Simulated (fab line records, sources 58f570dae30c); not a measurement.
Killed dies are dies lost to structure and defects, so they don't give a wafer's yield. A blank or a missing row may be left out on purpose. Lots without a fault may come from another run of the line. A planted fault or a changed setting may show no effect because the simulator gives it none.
Tool commonality check | flow berkeley_cmos170 | 15 lots, 45 wafers sampled

WHY IT WAS OPENED
At UCB170_ACTIVE_THK_MEAS_06 the reading ACTIVE_NITRIDE_THK is flagged on 3 of 15 lots. Wafers without a fault read 219.0 nm, standard deviation 1.9.
Rule: a lot is flagged when every wafer of it that has a number lies more than 4 standard deviations from that mean, or none has a number. The other lots count as sound.

lot  | measured    | on            | ACTIVE_NITRIDE_THK (nm), wafer by wafer | flag
L980 | day 4 09:32 | film_metro-03 | 216.9 220.1 218.6                       |
L983 | day 4 11:41 | film_metro-01 | 220.3 220.2 220.6                       |
L985 | day 5 02:21 | film_metro-03 | 219.5 219.2 219.8                       |
L987 | day 5 10:10 | film_metro-02 | 218.9 219.6 219.9                       |
L988 | day 5 10:10 | film_metro-01 | 218.9 218.1 217.9                       |
L989 | day 5 19:07 | film_metro-01 | 224.1 221.8 223.5                       |
L992 | day 6 09:41 | film_metro-03 | 444.5 443.8 442.8                       | FLAGGED
L991 | day 6 09:43 | film_metro-01 | 435.8 441.8 441.7                       | FLAGGED
L993 | day 6 14:25 | film_metro-02 | 442.5 439.5 437.9                       | FLAGGED
L996 | day 7 18:05 | film_metro-03 | 218.2 217.3 217.7                       |
L100 | day 8 03:04 | film_metro-03 | 218.6 218.3 220.4                       |
L999 | day 8 08:16 | film_metro-03 | 221.2 222.0 221.4                       |
L101 | day 8 18:23 | film_metro-03 | 219.7 218.6 218.4                       |
L102 | day 8 21:34 | film_metro-03 | 217.4 214.6 216.9                       |
L103 | day 8 21:35 | film_metro-02 | 219.2 220.4 221.3                       |
The numbers of the flagged lots are 441.1 nm on average: +222.1 nm against the usual, or +99 or more standard deviations.

WHICH TOOL RAN EACH LOT
The record holds 2 process steps before the reading, out of a route of 331 steps. In each cell: the tool, then ch and the chambers that the sampled wafers went through, then the start.
lot  | flag    | UCB170_NWELL_STRIP_15               | UCB170_ACTIVE_CVD_05
L980 |         | plasma_asher-04 ch 0,1, day 2 04:35 | lpcvd-02 ch 1, day 4 07:35
L983 |         | plasma_asher-01 ch 0,1, day 2 16:55 | lpcvd-01 ch 1, day 4 09:46
L985 |         | plasma_asher-02 ch 0,1, day 3 06:31 | lpcvd-01 ch 1, day 5 00:26
L987 |         | plasma_asher-04 ch 0,1, day 3 15:23 | lpcvd-02 ch 1, day 5 08:14
L988 |         | plasma_asher-02 ch 0,1, day 3 18:52 | lpcvd-02 ch 0, day 5 08:14
L989 |         | plasma_asher-01 ch 0,1, day 4 06:31 | lpcvd-02 ch 0, day 5 17:11
L992 | FLAGGED | plasma_asher-04 ch 0,1, day 4 17:02 | lpcvd-02 ch 1, day 6 04:43 and lpcvd-01 ch 1, day 6 07:45
L991 | FLAGGED | plasma_asher-01 ch 0,1, day 4 16:52 | lpcvd-02 ch 1, day 6 04:43 and lpcvd-01 ch 1, day 6 07:45
L993 | FLAGGED | plasma_asher-02 ch 0,1, day 4 21:39 | lpcvd-02 ch 1, day 6 10:21
L996 |         | plasma_asher-04 ch 0, day 5 15:10   | lpcvd-02 ch 0, day 7 16:07
L100 |         | plasma_asher-01 ch 0,1, day 6 09:19 | lpcvd-02 ch 0, day 8 00:11
L999 |         | plasma_asher-04 ch 0,1, day 6 09:58 | lpcvd-02 ch 0, day 8 05:23
L101 |         | plasma_asher-02 ch 0,1, day 6 15:17 | lpcvd-02 ch 0, day 8 16:28
L102 |         | plasma_asher-02 ch 0,1, day 6 23:12 | lpcvd-01 ch 1, day 8 19:39
L103 |         | plasma_asher-01 ch 0,1, day 6 23:21 | lpcvd-01 ch 0, day 8 19:39
What these steps do:
- UCB170_NWELL_STRIP_15: strips in O2.
- UCB170_ACTIVE_CVD_05: deposits Si3N4 from SiH2Cl2/NH3, target thk 220 nm, time 3300 s.
- UCB170_ACTIVE_THK_MEAS_06

FLAGGED OVER TOTAL, TOOL BY TOOL (the gauges that took the reading come last)
step                      | tool            | lots run | flagged | share of the flagged lots | sound lots run after its first flagged lot
UCB170_NWELL_STRIP_15     | plasma_asher-01 | 5        | 1       | some                      | 2 (L100,L103)
UCB170_NWELL_STRIP_15     | plasma_asher-02 | 5        | 1       | some                      | 2 (L101,L102)
UCB170_NWELL_STRIP_15     | plasma_asher-04 | 5        | 1       | some                      | 2 (L996,L999)
UCB170_ACTIVE_CVD_05      | lpcvd-01        | 6        | 2       | some                      | 2 (L102,L103)
UCB170_ACTIVE_CVD_05      | lpcvd-02        | 11       | 3       | all                       | 4 (L996,L100,L999,L101)
UCB170_ACTIVE_THK_MEAS_06 | film_metro-01   | 4        | 1       | some                      | 0
UCB170_ACTIVE_THK_MEAS_06 | film_metro-02   | 3        | 1       | some                      | 1 (L103)
UCB170_ACTIVE_THK_MEAS_06 | film_metro-03   | 8        | 1       | some                      | 5 (L996,L100,L999,L101,L102)

WHAT THE TABLE ALLOWS
1 row of the table ran every flagged lot: lpcvd-02 at UCB170_ACTIVE_CVD_05.
- lpcvd-02 at UCB170_ACTIVE_CVD_05: 3 of its 11 lots flagged. Sound lots ran on it after the first flagged one (L996, L100, L999, L101), which a lasting fault on the whole tool wouldn't allow.
No row of the table ran every flagged lot and no sound lot after the first.

WHAT THE SIMULATOR HAD PUT IN
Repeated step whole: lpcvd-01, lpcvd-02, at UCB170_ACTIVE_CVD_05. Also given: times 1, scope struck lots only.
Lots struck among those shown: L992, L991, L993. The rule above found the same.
